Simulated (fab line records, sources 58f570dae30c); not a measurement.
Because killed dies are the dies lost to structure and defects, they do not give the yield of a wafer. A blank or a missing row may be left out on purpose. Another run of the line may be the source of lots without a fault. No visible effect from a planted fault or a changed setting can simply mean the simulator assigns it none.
Lot-split experiment	flow berkeley-cmos170	23 wafers read across 5 lots, on a route 331 steps long

ON THE SPLIT
At UCB170_M2_EXPOSE_12 (exposes mask METAL2, target cd 700 nm), the setting dose-mj was moved away from the recipe's 26 on 5 of the 23 wafers read, by -3.7% to +2.0%. For the rest of the wafers, this setting stayed at what the recipe calls for.

FROM SPLIT TO READING: 1 step shown by the file between the two
- UCB170_M2_DEVELOP_14: develop time 45 s (also split here: develop-time-s)

THE READING
At UCB170_M2_CD_MEAS_15: cd-nm in nanometres, against a target cd of 700 nm. A value of 699.3 nm with a standard deviation of 1.5 nm is what fault-free wafers of this fab line usually give.

wafer	tool, chamber at the split	dose-mj as run	against the recipe	cd-nm, nm	against lot-mates on the recipe
L076.1	krf-scanner-01, 0	26	recipe	697.9	-
L076.2	krf-scanner-01, 0	26	recipe	697.7	-
L076.3	krf-scanner-01, 0	26	recipe	698.2	-
L076.5	krf-scanner-01, 0	26	recipe	697.5	-
L076.6	krf-scanner-01, 0	26	recipe	697.2	-
L075.1	krf-scanner-02, 0	26	recipe	697.5	-
L075.2	krf-scanner-02, 0	26.53	+2.0%	693.9	-3.6
L075.4	krf-scanner-02, 0	26.53	+2.0%	693.6	-3.9
L075.5	krf-scanner-02, 0	26	recipe	697.1	-
L075.6	krf-scanner-02, 0	26	recipe	697.9	-
L077.1	krf-scanner-01, 0	26	recipe	701.3	-
L077.3	krf-scanner-01, 0	26	recipe	700.8	-
L077.4	krf-scanner-01, 0	26	recipe	701.9	-
L077.5	krf-scanner-01, 0	26	recipe	701.5	-
L077.6	krf-scanner-01, 0	26	recipe	701.4	-
L079.1	krf-scanner-02, 0	25.03	-3.7%	705.1	+7.1
L079.3	krf-scanner-02, 0	26	recipe	697.1	-
L079.4	krf-scanner-02, 0	25.03	-3.7%	704.7	+6.7
L079.5	krf-scanner-02, 0	26	recipe	699.0	-
L079.6	krf-scanner-02, 0	25.03	-3.7%	704.7	+6.7
L078.1	krf-scanner-01, 0	26	recipe	698.8	-
L078.2	krf-scanner-01, 0	26	recipe	698.0	-
L078.6	krf-scanner-01, 0	26	recipe	697.8	-

THE FIT
A straight line over all 23 wafers: cd-nm changes by -1.79 nm for each +1% of dose-mj; r = -0.86; the points scatter about the line by 1.6 nm.
The same after taking each lot's own level away (the mean of its wafers on the recipe; 23 wafers): -1.82 nm for each +1%; r = -0.99; scatter 0.44 nm.
According to that fit, moving dose-mj by its largest amount changes the reading by 6.8 nm.
The span of the lots' own levels, 697.50 to 701.38 nm, comes to 2.6 times the standard deviation stated above.
Hence the lot-to-lot level has little effect on the slope; both slopes agree.
Check: with one of the wafers moved furthest among these (-3.7%) left out of the fit, the line predicts +6.69 nm for it against its lot-mates. It came out at +7.05 nm against them.

FURTHER SPLITS ON THESE WAFERS
Other splits were also applied to these wafers ahead of the reading. Each is held against what the fit with the lots' levels taken away leaves over:
other split on the same wafers	wafers away from the commonest value	r with cd-nm (lot level and that fit taken away)
UCB170_BACKSIDE_STRIP_03 power-w	10	+0.08
UCB170_SILICIDE_SPUTTER_01 time-s	5	-0.01
UCB170_M1_COAT_04 resist-thk-nm	6	+0.04
UCB170_M1_METAL_ETCH_12 bias-w	7	-0.07
UCB170_M2_DEVELOP_14 develop-time-s	10	-0.34

THE WHOLE CHAIN: every reading that the file lists as answering this split, in the file's order
step	what it does	reading	change (the file's fit)	r (the file's)
UCB170_M2_CD_MEAS_15	target cd 700 nm	cd-nm	-1.82 nm for each +1% of the setting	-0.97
UCB170_M2_ETCH_17	etches BARC in N2/H2	M2.cd-nm (the simulator's own value, which no gauge read)	-1.72 nm for each +1% of the setting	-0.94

THE FILE'S OWN FIT
cd-nm changes by -1.82 nm for each +1% of dose-mj, r = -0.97.
